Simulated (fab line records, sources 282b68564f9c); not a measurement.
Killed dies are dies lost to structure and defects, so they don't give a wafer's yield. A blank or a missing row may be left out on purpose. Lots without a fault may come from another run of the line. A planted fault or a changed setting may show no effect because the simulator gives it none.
Split-lot experiment | flow rit_cmos | 5 lots, 23 wafers read, on a route of 202 steps

THE SPLIT
At RIT_ACTIVE_COAT_06 (resist thk 1000 nm), the setting spin_rpm was moved away from the recipe's 3250 rpm on 10 of the 23 wafers read, by +2.7% to +6.1%. The other wafers ran this setting at the recipe's value.

FROM THE SPLIT TO THE READING: what the file shows between them, 3 steps
- RIT_ACTIVE_SOFTBAKE_07: time 60 s
- RIT_ACTIVE_EXPOSE_08: exposes mask M1, target cd 1400 nm
- RIT_ACTIVE_DEVELOP_10: develop time 50 s

THE READING
NOVOLAK_of_ACTIVE_COAT_06.thk_nm (the simulator's own value, which no gauge read), in nm, at RIT_ACTIVE_HARDBAKE_12 (time 60 s). The file gives no usual value for it. The 13 wafers here that ran the recipe average 885.7 nm, standard deviation 2.2 nm.

wafer  | tool, chamber at the split | spin_rpm as run, rpm | against the recipe | NOVOLAK_of_ACTIVE_COAT_06.thk_nm, nm | against lot-mates on the recipe
L077.1 | litho_track-03, 0          | 3250                 | recipe             | 887.2                                | -
L077.2 | litho_track-03, 0          | 3448                 | +6.1%              | 861.1                                | -27.0
L077.4 | litho_track-03, 0          | 3448                 | +6.1%              | 860.3                                | -27.8
L077.5 | litho_track-03, 0          | 3250                 | recipe             | 889.8                                | -
L077.6 | litho_track-03, 0          | 3250                 | recipe             | 887.4                                | -
L078.1 | litho_track-01, 0          | 3339                 | +2.7%              | 872.3                                | -12.8
L078.2 | litho_track-01, 0          | 3250                 | recipe             | 885.9                                | -
L078.3 | litho_track-01, 0          | 3339                 | +2.7%              | 873.7                                | -11.3
L078.5 | litho_track-01, 0          | 3250                 | recipe             | 884.2                                | -
L078.6 | litho_track-01, 0          | 3339                 | +2.7%              | 870.9                                | -14.1
L079.1 | litho_track-04, 0          | 3250                 | recipe             | 883.9                                | -
L079.2 | litho_track-04, 0          | 3355                 | +3.2%              | 870.4                                | -15.2
L079.3 | litho_track-04, 0          | 3355                 | +3.2%              | 869.9                                | -15.7
L079.4 | litho_track-04, 0          | 3355                 | +3.2%              | 870.8                                | -14.8
L079.6 | litho_track-04, 0          | 3250                 | recipe             | 887.3                                | -
L083.1 | litho_track-01, 0          | 3250                 | recipe             | 881.8                                | -
L083.2 | litho_track-01, 0          | 3250                 | recipe             | 884.2                                | -
L083.4 | litho_track-01, 0          | 3250                 | recipe             | 883.4                                | -
L085.1 | litho_track-04, 0          | 3386                 | +4.2%              | 866.8                                | -19.3
L085.2 | litho_track-04, 0          | 3250                 | recipe             | 885.3                                | -
L085.4 | litho_track-04, 0          | 3250                 | recipe             | 888.3                                | -
L085.5 | litho_track-04, 0          | 3250                 | recipe             | 884.8                                | -
L085.6 | litho_track-04, 0          | 3386                 | +4.2%              | 867.4                                | -18.7

THE FIT
A straight line over all 23 wafers: NOVOLAK_of_ACTIVE_COAT_06.thk_nm changes by -4.33 nm for each +1% of spin_rpm; r = -0.98; the points scatter about the line by 1.9 nm.
The same after taking each lot's own level away (the mean of its wafers on the recipe; 23 wafers): -4.56 nm for each +1%; r = -0.99; scatter 1.1 nm.
On that fit, the largest move of spin_rpm shifts the reading by 28 nm.
The lots' own levels span 883.13 to 888.13 nm, that is 2.3 times the standard deviation above.
So the lot-to-lot level changes the slope little: the two slopes agree.
Check: with one of the wafers moved furthest among these (+6.1%) left out of the fit, the line predicts -28.1 nm for it against its lot-mates. It came out at -27 nm against them.

OTHER SPLITS ON THESE WAFERS
These wafers also went through other splits before the reading. Each is held against what the fit with the lots' levels taken away leaves over:
other split on the same wafers | wafers away from the commonest value | r with NOVOLAK_of_ACTIVE_COAT_06.thk_nm (lot level and that fit taken away)
RIT_ACTIVE_CVD_03 temp_c       | 15                                   | +0.11

THE WHOLE CHAIN: every reading that the file lists as answering this split, in the file's order
step                   | what it does       | reading                                                                           | change (the file's fit)              | r (the file's)
RIT_ACTIVE_COAT_06     | resist thk 1000 nm | NOVOLAK_of_ACTIVE_COAT_06.thk_nm (the simulator's own value, which no gauge read) | -5.21 nm for each +1% of the setting | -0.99
RIT_ACTIVE_HARDBAKE_12 | time 60 s          | NOVOLAK_of_ACTIVE_COAT_06.thk_nm (the simulator's own value, which no gauge read) | -4.56 nm for each +1% of the setting | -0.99

THE FILE'S OWN FIT
NOVOLAK_of_ACTIVE_COAT_06.thk_nm changes by -4.56 nm for each +1% of spin_rpm, r = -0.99.
